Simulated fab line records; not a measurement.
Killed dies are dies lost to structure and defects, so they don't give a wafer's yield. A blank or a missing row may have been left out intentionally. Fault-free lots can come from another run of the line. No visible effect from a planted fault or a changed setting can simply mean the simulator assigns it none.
What tool caused it? ; flow rit-cmos ; 39 wafers from 13 lots sampled at 4 of the route's 202 steps

WHAT THE GAUGES READ, wafer by wafer
RIT_GATE_CD_MEAS_16: target cd 150 nm. Usual: cd-nm 149.6 nm, standard deviation 2.4.
lot;measured;on;cd-nm (nm);flag
L587;day 2 12:12;cd-sem-01;147.7 148.7 147.5;
L589;day 2 22:44;cd-sem-01;145.6 147.4 148.7;
L590;day 3 04:55;cd-sem-02;137.0 137.4 134.8;OFF
L599;day 4 23:45;cd-sem-01;150.4 150.7 151.3;
L600;day 5 06:47;cd-sem-02;145.8 145.2 146.8;
L601;day 5 12:01;cd-sem-01;148.0 147.3 148.2;
L602;day 5 14:55;cd-sem-02;147.8 147.1 150.8;
L604;day 6 01:22;cd-sem-02;151.1 152.0 149.0;
L605;day 6 06:33;cd-sem-01;150.4 147.5 148.7;
L606;day 6 12:13;cd-sem-01;149.2 150.4 150.9;
L608;day 6 22:01;cd-sem-02;150.0 152.1 148.2;
L609;day 7 04:55;cd-sem-02;150.3 151.3 151.1;
L610;day 7 09:13;cd-sem-02;153.6 153.5 152.9;

EACH LOT AND THE TOOL THAT RAN IT (in order: tool; ch and the chambers of the sampled wafers; start)
lot;RIT_ACTIVE_ETCH_13;RIT_PWELL_STRIP_09;RIT_GATE_EXPOSE_13
L587;rie-diel-03 ch 0,2,3, day 1 14:50;plasma-asher-03 ch 0,1, day 1 22:16;iline-stepper-02 ch 0, day 2 11:48
L589;rie-diel-02 ch 0,1,3, day 2 01:14;plasma-asher-04 ch 0,1, day 2 09:41;iline-stepper-01 ch 0, day 2 22:20
L590;rie-diel-04 ch 0,2,3, day 2 05:52;plasma-asher-02 ch 0, day 2 13:25;iline-stepper-01 ch 0, day 3 04:31
L599;rie-diel-02 ch 1,2,3, day 4 02:44;plasma-asher-02 ch 0,1, day 4 10:20;iline-stepper-01 ch 0, day 4 23:21
L600;rie-diel-03 ch 0,2,3, day 4 08:32;plasma-asher-04 ch 0,1, day 4 16:09;iline-stepper-02 ch 0, day 5 06:23
L601;rie-diel-04 ch 0,1,2, day 4 13:22;plasma-asher-04 ch 0,1, day 4 22:22;iline-stepper-01 ch 0, day 5 11:37
L602;rie-diel-02 ch 2,3, day 4 17:43;plasma-asher-04 ch 0,1, day 5 01:17;iline-stepper-01 ch 0, day 5 14:31
L604;rie-diel-04 ch 0,1, day 5 03:50;plasma-asher-03 ch 0,1, day 5 11:22;iline-stepper-02 ch 0, day 6 00:58
L605;rie-diel-04 ch 0,1,2, day 5 09:01;plasma-asher-04 ch 0,1, day 5 17:10;iline-stepper-01 ch 0, day 6 06:04
L606;rie-diel-02 ch 0,1,3, day 5 13:43;plasma-asher-04 ch 0,1, day 5 22:23;iline-stepper-01 ch 0, day 6 11:49
L608;rie-diel-04 ch 1,3, day 5 23:50;plasma-asher-02 ch 0,1, day 6 07:19;iline-stepper-01 ch 0, day 6 21:31
L609;rie-diel-04 ch 1,2,3, day 6 04:43;plasma-asher-02 ch 0,1, day 6 12:26;iline-stepper-02 ch 0, day 7 04:31
L610;rie-diel-02 ch 0,1,2, day 6 09:43;plasma-asher-04 ch 0,1, day 6 17:11;iline-stepper-01 ch 0, day 7 08:49
- RIT_ACTIVE_ETCH_13: etches Si3N4 in SF6, stops on SiO2, time 210 s, target depth 210 nm.
- RIT_PWELL_STRIP_09: strips in O2, time 180 s.
- RIT_GATE_EXPOSE_13: exposes mask M6, target cd 150 nm.

AS READ BY THE TOOLS THEMSELVES (means over the sampled wafers that have a number; for cases with no such wafer, the mark the record gives instead)
RIT_ACTIVE_ETCH_13. Usual: drypump-motor-current-A 5.8 A, standard deviation 0.42; oes-product-au 0.817 a.u., standard deviation 0.014; throttle-valve-pct 7.58 %, standard deviation 0.14.
lot;tool;drypump-motor-current-A (A);oes-product-au (a.u.);throttle-valve-pct (%);flag
L587;rie-diel-03;5.4;0.811;7.62;
L589;rie-diel-02;5.9;0.819;7.53;
L590;rie-diel-04;5.6;0.818;7.72;
L599;rie-diel-02;6.0;0.817;7.46;
L600;rie-diel-03;5.3;0.808;7.61;
L601;rie-diel-04;5.8;0.824;7.71;
L602;rie-diel-02;6.3;0.810;7.36;
L604;rie-diel-04;6.1;0.833;7.70;
L605;rie-diel-04;5.8;0.831;7.71;
L606;rie-diel-02;5.9;0.816;7.53;
L608;rie-diel-04;5.9;0.824;7.71;
L609;rie-diel-04;5.5;0.820;7.70;
L610;rie-diel-02;5.9;0.804;7.47;

RIT_PWELL_STRIP_09. Usual: drypump-motor-current-A 5.5 A, standard deviation 0.51; rf-refl-power-W 7.8 W, standard deviation 1.3.
lot;tool;drypump-motor-current-A (A);rf-refl-power-W (W);flag
L587;plasma-asher-03;5.8;7.1;
L589;plasma-asher-04;5.3;8.4;
L590;plasma-asher-02;6.3;6.9;
L599;plasma-asher-02;5.8;7.2;
L600;plasma-asher-04;5.5;9.2;
L601;plasma-asher-04;5.5;9.0;
L602;plasma-asher-04;5.5;9.4;
L604;plasma-asher-03;5.8;7.0;
L605;plasma-asher-04;5.5;9.3;
L606;plasma-asher-04;5.3;8.4;
L608;plasma-asher-02;5.3;7.0;
L609;plasma-asher-02;5.8;7.3;
L610;plasma-asher-04;5.3;8.7;

RIT_GATE_EXPOSE_13. Usual: stage-vel-mm-s 499.90 mm/s, standard deviation 0.23.
lot;tool;stage-vel-mm-s (mm/s);flag
L587;iline-stepper-02;499.69;
L589;iline-stepper-01;500.06;
L590;iline-stepper-01;499.81;
L599;iline-stepper-01;500.00;
L600;iline-stepper-02;499.68;
L601;iline-stepper-01;500.26;
L602;iline-stepper-01;500.03;
L604;iline-stepper-02;499.76;
L605;iline-stepper-01;499.79;
L606;iline-stepper-01;499.91;
L608;iline-stepper-01;500.27;
L609;iline-stepper-02;499.75;
L610;iline-stepper-01;499.60;

THE ANSWER, worked out from the rows above alone
Rule: a lot counts as off when the mean over its wafers that have a number is more than 3 standard deviations away from the usual mean. A lot without any number at a reading at which 4 lots or more have one is off too. Any other lot the step has rows for is counted as sound. After the gauges, taken in route order, come the tools' own readings; for these a lot's mean is taken, as printed above. The first step at which some lot is off is used, and at that step the reading that is off furthest; a lot without a number counts as furthest.
Off, at RIT_GATE_CD_MEAS_16 on cd-nm: L590.
A tool fits if, at a process step before that reading, it ran every lot that is off, and no sound lot after the first of them. The gauges at RIT_GATE_CD_MEAS_16 are tried like those tools. Of those tried, none fits.

WHAT WAS PUT IN BY THE SIMULATOR
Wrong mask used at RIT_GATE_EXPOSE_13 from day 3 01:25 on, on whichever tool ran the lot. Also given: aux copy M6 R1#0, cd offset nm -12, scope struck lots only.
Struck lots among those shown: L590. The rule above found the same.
